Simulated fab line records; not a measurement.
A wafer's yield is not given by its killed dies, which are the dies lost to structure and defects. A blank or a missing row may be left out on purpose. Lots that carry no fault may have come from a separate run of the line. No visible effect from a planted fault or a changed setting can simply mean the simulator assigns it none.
2 desks looking at one fault    flow rit_cmos    each desk has only its own numbers; what lay behind them comes last

## AT THE TOOL OWNER'S DESK: pecvd-04
The tool's own readings at RIT_CONTACT_CVD_00 (deposits SiO2 from TEOS, target thk 400 nm, time 61 s): means of the sampled wafers that have a number, for each lot that ran on this tool. Any lot whose mean is over 4 standard deviations away from the usual mean is out of limits and marked OUT; that distance is given in the brackets.
Columns: A = heater_power_w at RIT_CONTACT_CVD_00, usual 314 W
lot   first seen here  A
L489  day 3 12:30      275
L501  day 6 01:16      303
This desk's verdict: no lot among the 2 shows anything out of limits.

## AT THE METROLOGY DESK
What the gauges read for every lot (on any tool): the sampled wafers with a number, averaged. Any lot whose mean is over 4 standard deviations away from the usual mean is out of limits and marked OUT; that distance is given in the brackets.
Columns: A = CONTACT_TEOS_THK at RIT_CONTACT_THK_MEAS_01, usual 399 nm
lot   first seen here  A
L487  day 3 05:13      395
L489  day 3 12:33      404
L490  day 3 17:27      396
L491  day 4 00:07      401
L494  day 4 13:41      397
L500  day 5 18:42      391
L501  day 6 01:19      389
L502  day 6 06:32      400
L503  day 6 17:47      400
L505  day 7 02:13      402
L506  day 7 06:50      399
L508  day 7 16:11      391
L509  day 7 18:17      397
This desk's verdict: no lot among the 13 shows anything out of limits.

## ALL TOGETHER
Nothing out of limits was seen by the tool owner's desk.
The metrology desk saw nothing out of limits.

## WHAT THE SIMULATOR HAD PUT IN
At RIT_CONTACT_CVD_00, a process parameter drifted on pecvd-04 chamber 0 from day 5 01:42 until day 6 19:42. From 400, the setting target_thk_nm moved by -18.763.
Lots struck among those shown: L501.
